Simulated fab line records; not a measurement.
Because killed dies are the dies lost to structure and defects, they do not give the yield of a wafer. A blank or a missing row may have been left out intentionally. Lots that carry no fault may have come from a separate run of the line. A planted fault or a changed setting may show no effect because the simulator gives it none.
fab line records	flow rit-cmos	part 2 of 2: steps 28 to 37 of 37
record: lots: 5	wafers: 15	last-day: 8
route steps=202 shown PWELL@39 WELLDRIVE@50 NWELL@51 NRETRO@53 PRETRO@64 GATE@75
lots untouched by any fault: they come from a run of this same line in which no faults occurred
start-h: start of the lot's first displayed wafer, in hours after the record's first day	wait-h: time in hours since the lot's previous step	" identical to the entry in the row above	L1.1+2: a single row standing in for several wafers	- value missing, or start not given	* or withheld: withheld	< > ~ a bound
route shown NAME@n: names a module that has steps shown in the file, with the first one's number in the route	usual: the fault-free wafers' mean and standard deviation	same: alike in all rows	chamber/n: place in a boat	sites: the reading at each site	_std_site: the standard deviation of these	_edge_site: inner sites' mean taken away from outer sites' mean	radius-mm: how far each site lies from the wafer's centre	mask NAME#n: copy n	behind: the tool/chamber that last shaped the wafer	hold: why the lot was held/for how many hours/how that ended	device: names the non-switching transistor (n, p or np)	end of line: the tests these same wafers got at the end of their route	step lacking rows: just its recipe	killed: dies lost to structure and defects at the first sort, not the wafer's yield	map: per-die view of a wafer (x killed, . not killed, _ where there is no die)
set.NAME: the run value of the setting; set.NAME@STEP: its run value at that earlier step	model.NAME: the simulator's own value behind a step, which no gauge read
lots at selected steps of the route; one table per step, one row per wafer
services: from which hour (start-h, from the record's first day; less than 0 if before it) a tool's chamber was out of use, for how many hours, and why
== steps ==
step: RIT_PRETRO_SOFTBAKE_02
recipe: resist: NOVOLAK	temp-c: 90	time-s: 60
usual: resist-line-temp-C: 23.03/0.11
same: time-s: 60
lot.wafer	tool	chamber	start-h	wait-h	resist-line-temp-C
L078.2	litho-track-04	0	51.79	0.1	22.94
L078.3	"	0	"	"	23.03
L078.6	"	0	"	"	23.04
L079.1	litho-track-01	0	55.02	0.1	22.88
L079.2	"	0	"	"	22.87
L079.4	"	0	"	"	23.02
L087.1	litho-track-03	0	96.39	0.1	23.19
L087.2	"	0	"	"	23.22
L087.3	"	0	"	"	23.21
L089.3	litho-track-01	0	107.04	0.1	23.04
L089.4	"	0	"	"	23.13
L089.6	"	0	"	"	23.10
L096.2	litho-track-03	0	146.68	0.1	23.06
L096.3	"	0	"	"	23.10
L096.6	"	0	"	"	23.06
step: RIT_PRETRO_EXPOSE_03
recipe: mask-id: M5	na: 0.57	target-cd-nm: 43700	dose-mj: 250
usual: exposure-dose-mJ-cm2: 250.04/0.26	reticle-temp-C: 23.01/0.087
lot.wafer	tool	chamber	start-h	wait-h	mask	exposure-dose-mJ-cm2	reticle-temp-C
L078.2	iline-stepper-01	0	51.93	0.1	M5#0	249.91	22.97
L078.3	"	0	"	"	M5#0	249.51	22.98
L078.6	"	0	"	"	M5#0	249.59	23.08
L079.1	iline-stepper-02	0	55.29	0.2	M5#0	250.24	22.92
L079.2	"	0	"	"	M5#0	250.14	23.04
L079.4	"	0	"	"	M5#0	249.92	23.11
L087.1	iline-stepper-02	0	96.54	0.1	M5#0	249.78	23.04
L087.2	"	0	"	"	M5#0	250.38	22.97
L087.3	"	0	"	"	M5#0	249.97	23.08
L089.3	iline-stepper-02	0	107.30	0.2	M5#0	249.97	22.98
L089.4	"	0	"	"	M5#0	250.17	22.98
L089.6	"	0	"	"	M5#0	250.10	23.02
L096.2	iline-stepper-02	0	146.95	0.2	M5#0	249.82	23.19
L096.3	"	0	"	"	M5#0	249.56	23.08
L096.6	"	0	"	"	M5#0	249.44	23.01
step: RIT_PRETRO_PEB_04
recipe: resist: NOVOLAK	temp-c: withheld	time-s: withheld
usual: resist-line-temp-C: *
lot.wafer	tool	chamber	start-h	wait-h	resist-line-temp-C
L078.2	litho-track-03	0	52.06	0.1	*
L078.3	"	0	"	"	*
L078.6	"	0	"	"	*
L079.1	litho-track-01	0	55.41	0.1	*
L079.2	"	0	"	"	*
L079.4	"	0	"	"	*
L087.1	litho-track-01	0	96.65	0.1	*
L087.2	"	0	"	"	*
L087.3	"	0	"	"	*
L089.3	litho-track-01	0	107.43	0.1	*
L089.4	"	0	"	"	*
L089.6	"	0	"	"	*
L096.2	litho-track-03	0	147.08	0.1	*
L096.3	"	0	"	"	*
L096.6	"	0	"	"	*
step: RIT_PRETRO_DEVELOP_05
recipe: resist: NOVOLAK	develop-time-s: 64.65	dev-temp-c: 23
usual: resist-line-temp-C: 23.02/0.099
lot.wafer	tool	chamber	start-h	wait-h	resist-line-temp-C
L078.2	litho-track-03	0	-	-	22.98
L078.3	"	0	"	"	23.02
L078.6	"	0	"	"	23.11
L079.1	litho-track-01	0	-	-	22.94
L079.2	"	0	"	"	23.08
L079.4	"	0	"	"	22.98
L087.1	litho-track-01	0	-	-	23.01
L087.2	"	0	"	"	22.99
L087.3	"	0	"	"	22.99
L089.3	litho-track-01	0	-	-	23.02
L089.4	"	0	"	"	22.92
L089.6	"	0	"	"	23.08
L096.2	litho-track-03	0	-	-	23.04
L096.3	"	0	"	"	22.90
L096.6	"	0	"	"	22.97
step: RIT_PRETRO_OVL_MEAS_06
usual: PRETRO_OVL: 0.3/1.3
lot.wafer	tool	chamber	start-h	wait-h	PRETRO_OVL[nm]
L078.2	overlay-02	-	52.35	-	1.8
L078.3	"	-	"	"	1.4
L078.6	"	-	"	"	0.9
L079.1	overlay-02	-	55.72	-	0.4
L079.2	"	-	"	"	0.5
L079.4	"	-	"	"	-1.6
L087.1	overlay-02	-	96.97	-	2.1
L087.2	"	-	"	"	0.7
L087.3	"	-	"	"	2.6
L089.3	overlay-02	-	107.70	-	0.0
L089.4	"	-	"	"	1.4
L089.6	"	-	"	"	-0.5
L096.2	overlay-02	-	147.37	-	-1.3
L096.3	"	-	"	"	0.8
L096.6	"	-	"	"	1.3
step: RIT_PRETRO_HARDBAKE_07
recipe: resist: NOVOLAK	temp-c: 140	time-s: 120
usual: resist-line-temp-C: 23.02/0.099
same: time-s: 120
lot.wafer	tool	chamber	start-h	wait-h	resist-line-temp-C
L078.2	litho-track-03	0	52.42	0.1	23.26
L078.3	"	0	"	"	23.17
L078.6	"	0	"	"	23.11
L079.1	litho-track-04	0	55.76	0.0	23.00
L079.2	"	0	"	"	22.96
L079.4	"	0	"	"	22.98
L087.1	litho-track-03	0	97.00	0.0	23.17
L087.2	"	0	"	"	23.12
L087.3	"	0	"	"	23.07
L089.3	litho-track-04	0	107.81	0.1	22.99
L089.4	"	0	"	"	23.16
L089.6	"	0	"	"	22.97
L096.2	litho-track-01	0	147.44	0.1	22.96
L096.3	"	0	"	"	23.07
L096.6	"	0	"	"	23.21
step: RIT_PRETRO_IMPLANT_08
recipe: species: B	energy-kev: 45	dose-cm2: 1.2e+13	tilt-deg: 7
lot.wafer	tool	chamber	start-h	wait-h
L078.2+3+6	implanter-01	0	52.66	0.2
L079.1+2+4	implanter-02	0	56.01	0.2
L087.1+2+3	implanter-01	0	97.25	0.2
L089.3+4+6	implanter-02	0	108.03	0.2
L096.2+3+6	implanter-01	0	147.68	0.2
step: RIT_PRETRO_STRIP_09
recipe: chemistry: O2	time-s: 180	resist: NOVOLAK	platen-temp-c: withheld	power-w: 500	pressure-mtorr: 4000	o2-flow-sccm: 4000
usual: chamber-pressure-mTorr: 4000/3.5	drypump-motor-current-A: 5.6/0.41
same: time-s: 180
lot.wafer	tool	chamber	start-h	wait-h	chamber-pressure-mTorr	drypump-motor-current-A	rf-hours-counter-h
L078.2	plasma-asher-04	1	52.78	0.1	4001	5.4	27
L078.3	"	1	"	"	4002	5.4	-
L078.6	"	1	"	"	3998	5.4	-
L079.1	plasma-asher-04	0	56.16	0.1	4003	5.2	28
L079.2	"	1	"	"	4000	5.3	28
L079.4	"	1	"	"	4003	5.3	-
L087.1	plasma-asher-01	1	97.55	0.2	3998	5.3	44
L087.2	"	0	"	"	4001	5.7	44
L087.3	"	1	"	"	4000	5.3	-
L089.3	plasma-asher-02	0	108.19	0.1	3998	6.4	-
L089.4	"	1	"	"	4002	5.4	-
L089.6	"	0	"	"	4001	6.4	-
L096.2	plasma-asher-01	0	147.80	0.1	4001	5.7	49
L096.3	"	0	"	"	3998	5.7	-
L096.6	"	1	"	"	4000	5.3	-
step: RIT_PRETRO_TW_MEAS_10
usual: PRETRO_TW: 476.7/2.6
lot.wafer	tool	chamber	start-h	wait-h	PRETRO_TW
L078.2	film-metro-02	-	52.97	0.1	478.8
L078.3	"	-	"	"	482.4
L078.6	"	-	"	"	480.5
L079.1	film-metro-01	-	56.33	0.1	476.3
L079.2	"	-	"	"	477.2
L079.4	"	-	"	"	474.7
L087.1	film-metro-02	-	97.73	0.1	479.4
L087.2	"	-	"	"	478.6
L087.3	"	-	"	"	480.9
L089.3	film-metro-03	-	108.32	0.1	477.1
L089.4	"	-	"	"	476.5
L089.6	"	-	"	"	475.3
L096.2	film-metro-02	-	147.99	0.1	481.6
L096.3	"	-	"	"	478.3
L096.6	"	-	"	"	481.5
step: RIT_GATE_WET_ETCH_00
recipe: chemistry: BOE	target: SiO2	target-depth-nm: 56	time-s: 60	dry: n2-spin	dilution: 10:1	temp-c: 21.5
same: time-s: 60
lot.wafer	tool	chamber	start-h	wait-h
L078.2+3+6	wet-bench-03	2	53.02	0.0
L079.1+2+4	wet-bench-01	3	56.39	0.1
L087.1+2+3	wet-bench-01	2	97.79	0.1
L089.3+4+6	wet-bench-01	2	108.36	0.0
L096.2+3+6	wet-bench-03	0	148.04	0.0
== services ==
tool	chamber	start-h	hours	kind
implanter-01	-	20.77	13.2	repair
plasma-asher-03	-	41.29	28.1	pm
implanter-03	-	50.78	3.0	pm
implanter-03	-	56.03	3.3	repair
plasma-asher-02	-	57.74	2.3	repair
implanter-03	-	65.24	1.3	repair
iline-stepper-02	-	66.17	2.1	pm
furnace-03	-	67.05	3.4	pm
iline-stepper-02	-	68.25	-	consumable-replace:lamp
iline-stepper-01	-	83.48	1.7	pm
furnace-04	-	92.77	3.7	pm
iline-stepper-02	-	99.51	1.7	pm
plasma-asher-03	-	102.36	0.6	repair
wet-bench-03	-	108.23	1.9	pm
plasma-asher-02	-	108.75	9.0	pm
plasma-asher-02	0	108.75	9.0	vent-cycle
plasma-asher-02	1	108.75	9.0	vent-cycle
plasma-asher-02	0	117.75	-	clean
plasma-asher-02	1	117.75	-	clean
furnace-01	-	118.79	10.3	pm
implanter-04	-	124.59	4.6	pm
furnace-01	-	129.13	58.1	pm
implanter-02	-	135.65	5.0	pm
plasma-asher-04	-	142.29	2.6	repair
